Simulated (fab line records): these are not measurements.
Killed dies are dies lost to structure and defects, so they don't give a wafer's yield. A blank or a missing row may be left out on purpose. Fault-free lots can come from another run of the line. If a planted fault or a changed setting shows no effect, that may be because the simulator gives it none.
Split-lot study ; flow berkeley_cmos170 ; on a route of 331 steps: 5 lots, 23 wafers read

## SPLIT DETAILS
At UCB170_V1_COAT_07 (resist thk 900 nm), the setting spin_rpm was moved away from the recipe's 1500 rpm on 8 of the 23 wafers read, by -7.3% to -2.1%. For the rest of the wafers, this setting stayed at what the recipe calls for.

## THE PATH FROM SPLIT TO READING: the file shows 1 step between them
- UCB170_V1_DEVELOP_11: develop time 45 s (also split here: develop_time_s)

## THE READING
KrF_of_V1_COAT_07.thk_nm (the simulator's own value, which no gauge read), in nm, at UCB170_V1_ETCH_14 (etches SiO2 in CHF3/CF4/Ar, stops on Al, target depth 1250 nm, time 291 s). The file gives no usual value for it. Here, 15 wafers ran the recipe; their average is 610.1 nm with a standard deviation of 4.7 nm.

wafer;tool, chamber at the split;spin_rpm as run, rpm;against the recipe;KrF_of_V1_COAT_07.thk_nm, nm;against lot-mates on the recipe
L075.3;litho_track-02, 0;1500;recipe;607.4;-
L075.4;litho_track-02, 0;1500;recipe;618.1;-
L075.6;litho_track-02, 0;1500;recipe;616.2;-
L074.1;litho_track-01, 0;1500;recipe;610.8;-
L074.2;litho_track-01, 0;1500;recipe;606.1;-
L074.3;litho_track-01, 0;1500;recipe;605.7;-
L074.4;litho_track-01, 0;1500;recipe;603.7;-
L074.5;litho_track-01, 0;1500;recipe;609.5;-
L080.1;litho_track-01, 0;1500;recipe;604.6;-
L080.3;litho_track-01, 0;1435;-4.3%;634.4;+23.6
L080.4;litho_track-01, 0;1435;-4.3%;635.2;+24.5
L080.5;litho_track-01, 0;1500;recipe;616.9;-
L080.6;litho_track-01, 0;1435;-4.3%;637.7;+27.0
L081.1;litho_track-03, 0;1500;recipe;610.1;-
L081.2;litho_track-03, 0;1500;recipe;607.3;-
L081.3;litho_track-03, 0;1468;-2.1%;620.2;+11.5
L081.4;litho_track-03, 0;1468;-2.1%;621.6;+12.9
L081.6;litho_track-03, 0;1500;recipe;608.8;-
L083.1;litho_track-02, 0;1500;recipe;617.9;-
L083.2;litho_track-02, 0;1391;-7.3%;645;+31.8
L083.4;litho_track-02, 0;1391;-7.3%;646.9;+33.6
L083.5;litho_track-02, 0;1391;-7.3%;644.2;+31.0
L083.6;litho_track-02, 0;1500;recipe;608.6;-

FIT RESULTS
A straight line over all 23 wafers: KrF_of_V1_COAT_07.thk_nm changes by -5.09 nm for each +1% of spin_rpm; r = -0.96; the points scatter about the line by 4.3 nm.
The same after taking each lot's own level away (the mean of its wafers on the recipe; 23 wafers): -4.73 nm for each +1%; r = -0.96; scatter 3.9 nm.
The reading moves by 34 nm for the largest change in spin_rpm, on that fit.
Across the lots, their own levels run from 607.16 to 613.90 nm, a range of 1.4 times the standard deviation given above.
The two slopes are in agreement: the lot-to-lot level therefore moves the slope only a little.
Check: +35.8 nm against its lot-mates is what the line predicts for one of the wafers moved furthest among these (-7.3%) when that wafer is left out of the fit. It came out at +31.8 nm against them.

## OTHER SPLITS ON THESE WAFERS
These wafers also went through other splits before the reading. Each is held against what the fit with the lots' levels taken away leaves over:
other split on the same wafers;wafers away from the commonest value;r with KrF_of_V1_COAT_07.thk_nm (lot level and that fit taken away)
UCB170_M1_SPUTTER_00 power_w;10;+0.10
UCB170_V1_DEVELOP_11 develop_time_s;8;-0.33

## THE WHOLE CHAIN: every reading that the file lists as answering this split, in the file's order
step;what it does;reading;change (the file's fit);r (the file's)
UCB170_V1_COAT_07;resist thk 900 nm;KrF_of_V1_COAT_07.thk_nm (the simulator's own value, which no gauge read);-4.5 nm for each +1% of the setting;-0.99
UCB170_V1_ETCH_14;etches SiO2 in CHF3/CF4/Ar, stops on Al, target depth 1250 nm, time 291 s;KrF_of_V1_COAT_07.thk_nm (the simulator's own value, which no gauge read);-4.83 nm for each +1% of the setting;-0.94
UCB170_V1_STRIP_15;strips in O2;strip_time_to_endpoint_s;withheld for each +1% of the setting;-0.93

## THE FILE'S OWN FIT
KrF_of_V1_COAT_07.thk_nm changes by -4.83 nm for each +1% of spin_rpm, r = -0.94.
